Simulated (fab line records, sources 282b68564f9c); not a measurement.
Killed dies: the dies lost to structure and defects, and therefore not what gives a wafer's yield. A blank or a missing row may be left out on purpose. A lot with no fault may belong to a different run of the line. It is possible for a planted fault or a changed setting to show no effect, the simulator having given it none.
Which of the tools did it?	flow rit_cmos	6 lots, 18 wafers sampled, at 2 steps of a route of 202

## WHAT EACH GAUGE READ, for each wafer
RIT_SPACER_THK_MEAS_04.
lot	measured	on	SPACER_NITRIDE_THK (nm)
L762	day 3 15:43	film_metro-04	251.7 251.3 247.8
L764	day 4 04:05	film_metro-03	246.9 248.1 248.7
L766	day 4 08:30	film_metro-01	362.1 361.3 361.0
L774	day 6 03:37	film_metro-03	248.0 249.1 248.5
L777	day 6 17:52	film_metro-03	246.8 247.7 247.3
L781	day 7 12:37	film_metro-01	251.5 249.1 250.5

## WHICH TOOL RAN EACH LOT (tool, then ch and the chambers of the sampled wafers, then the start)
lot	RIT_SPACER_CVD_03
L762	lpcvd-01 ch 0, day 3 13:47
L764	lpcvd-01 ch 0, day 4 02:10
L766	lpcvd-01 ch 0, day 4 06:34
L774	lpcvd-02 ch 0, day 6 01:41
L777	lpcvd-02 ch 0, day 6 15:56
L781	lpcvd-02 ch 0, day 7 10:41
- RIT_SPACER_CVD_03: deposits Si3N4 from SiH2Cl2/NH3, target thk 250 nm, time 3300 s.

## THE ANSWER, worked out from the rows above alone
Rule: the lots themselves supply what counts as usual. The widest of any qualifying gaps counts: lots, ordered by their means at a reading, are off when they make up no more than a third of the lots, leave a main group of 4 or more, and stand apart from it by 3 or more times the standard deviation of that group's means. The tables above print the reading to a certain number of digits; a main group whose means all agree to those digits is not used. A lot without any number at a reading at which 4 lots or more have one is off too. The other lots that the step has rows for count as sound.
Off: at RIT_SPACER_THK_MEAS_04 (SPACER_NITRIDE_THK), L766. The main group: mean 248.9 nm, standard deviation 1.3.
A tool fits if, at a process step before that reading, it ran every lot that is off, and no sound lot after the first of them. Those tools and the gauges at RIT_SPACER_THK_MEAS_04 are tried in the same way. One candidate fits, namely lpcvd-01 at RIT_SPACER_CVD_03. A fault onset in the window from L764 (day 4 02:10, its last sound lot) to L766 (day 4 06:34, its first lot off) fits.

## WHAT THE SIMULATOR HAD INSERTED
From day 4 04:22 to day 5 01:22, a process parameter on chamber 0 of lpcvd-01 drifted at RIT_SPACER_CVD_03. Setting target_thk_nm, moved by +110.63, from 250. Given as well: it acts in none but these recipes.
Lots struck among those shown: L766. The rule above reached the same finding.
